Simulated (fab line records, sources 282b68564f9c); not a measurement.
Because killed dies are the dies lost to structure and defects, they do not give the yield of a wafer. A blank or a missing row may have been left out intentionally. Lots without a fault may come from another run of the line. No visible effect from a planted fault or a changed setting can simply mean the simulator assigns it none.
Which tool was responsible?	flow ritCmos	39 wafers from 13 lots sampled at 4 of the route's 202 steps

WHAT THE GAUGES SHOWED, per wafer
RIT_NLDD_OVL_MEAS_06.
lot	measured	on	NLDD_OVL (nm)
L769	day 3 03:40	overlay-02	0.6 -0.7 -1.1
L770	day 3 09:31	overlay-01	2.2 3.4 1.5
L772	day 3 15:41	overlay-02	0.2 0.3 3.4
L773	day 3 16:20	overlay-01	2.5 -0.3 1.8
L774	day 3 19:32	overlay-01	-2.3 -0.3 -2.0
L775	day 4 04:11	overlay-01	-2.2 0.5 0.2
L776	day 4 10:03	overlay-02	1.8 0.2 0.0
L777	day 4 12:07	overlay-02	-1.2 0.7 -2.0
L786	day 6 09:25	overlay-01	-0.6 1.4 2.3
L788	day 6 18:52	overlay-01	0.8 0.5 -0.4
L790	day 7 04:30	overlay-01	2.6 2.6 2.2
L791	day 7 13:02	overlay-02	0.2 -1.0 -1.3
L792	day 7 17:02	overlay-02	1.9 0.4 0.9

RIT_PSD_TW_MEAS_10.
lot	measured	on	PSD_TW
L769	day 3 11:37	filmMetro-02	3380 3384 3392
L770	day 3 17:52	filmMetro-04	3480 3476 3493
L772	day 3 23:44	filmMetro-02	3376 3386 3371
L773	day 4 01:13	filmMetro-02	3399 3372 3383
L774	day 4 03:38	filmMetro-04	3476 3477 3455
L775	day 4 11:46	filmMetro-03	3442 3444 3462
L776	day 4 17:55	filmMetro-04	3461 3471 3466
L777	day 4 19:40	filmMetro-02	3368 3363 3346
L786	day 6 17:07	filmMetro-03	3460 3439 3456
L788	day 7 02:51	filmMetro-02	3386 3374 3379
L790	day 7 12:17	filmMetro-04	3461 3462 3478
L791	day 7 21:20	filmMetro-02	3354 3364 3363
L792	day 8 02:51	filmMetro-02	3386 3385 3391

RIT_M1_OVL_MEAS_10.
lot	measured	on	M1_OVL (nm)
L769	day 3 17:13	overlay-02	-0.1 1.8 1.4
L770	day 3 23:26	overlay-02	3.3 5.1 2.6
L772	day 4 04:55	overlay-02	2.0 3.7 2.4
L773	day 4 06:43	overlay-02	3.1 2.3 1.9
L774	day 4 08:58	overlay-02	-1.0 -1.1 1.1
L775	day 4 17:06	overlay-02	3.7 3.3 3.1
L776	day 4 23:22	overlay-01	2.8 2.3 1.6
L777	day 5 01:23	overlay-01	5.1 2.7 1.7
L786	day 6 22:31	overlay-01	0.8 3.0 0.7
L788	day 7 08:08	overlay-02	0.7 0.6 -0.2
L790	day 7 17:37	overlay-02	2.1 1.9 1.0
L791	day 8 02:49	overlay-01	0.0 -3.0 -0.7
L792	day 8 08:11	overlay-01	1.2 0.6 2.0

TOOL THAT RAN EACH LOT (tool first, then ch and the chambers of the sampled wafers, then the start)
lot	RIT_NRETRO_EXPOSE_03
L769	ilineStepper-01 ch 0, day 2 12:49
L770	ilineStepper-01 ch 0, day 2 18:04
L772	ilineStepper-02 ch 0, day 2 23:57
L773	ilineStepper-02 ch 0, day 3 02:08
L774	ilineStepper-01 ch 0, day 3 07:24
L775	ilineStepper-01 ch 0, day 3 13:26
L776	ilineStepper-01 ch 0, day 3 19:53
L777	ilineStepper-01 ch 0, day 3 21:32
L786	ilineStepper-02 ch 0, day 5 19:40
L788	ilineStepper-01 ch 0, day 6 06:32
L790	ilineStepper-01 ch 0, day 6 15:03
L791	ilineStepper-02 ch 0, day 6 21:31
L792	ilineStepper-01 ch 0, day 7 02:01
- RIT_NRETRO_EXPOSE_03: exposes mask M4, target cd 43900 nm.

WHAT THE TOOLS THEMSELVES READ (means of the sampled wafers that have a number; where no wafer has one, the mark that the record gives instead)
The record holds no such reading with a usual standard deviation.

THE ANSWER, worked out from the rows above alone
Rule: the lots themselves supply what counts as usual. Put in order of their means at a reading, lots are off if they are a third of the lots or fewer, leave a main group of 4 or more, and stand apart from it by a gap of 3 or more times the standard deviation of the main group's means; of several such gaps the widest counts. A main group whose means are all the same, to the digits that the tables above print for the reading, isn't used. Also off: a lot with no number at a reading for which 4 or more lots have one. Any other lot the step has rows for is counted as sound. Order of review: gauges by route order, followed by the tools' own readings, for which a lot's mean as printed above is used. The first step at which some lot is off is used, and at that step the reading that is off furthest; a lot without a number counts as furthest.
Nothing can be told from this: no lot is off at any reading shown.

WHAT THE SIMULATOR HAD PUT IN
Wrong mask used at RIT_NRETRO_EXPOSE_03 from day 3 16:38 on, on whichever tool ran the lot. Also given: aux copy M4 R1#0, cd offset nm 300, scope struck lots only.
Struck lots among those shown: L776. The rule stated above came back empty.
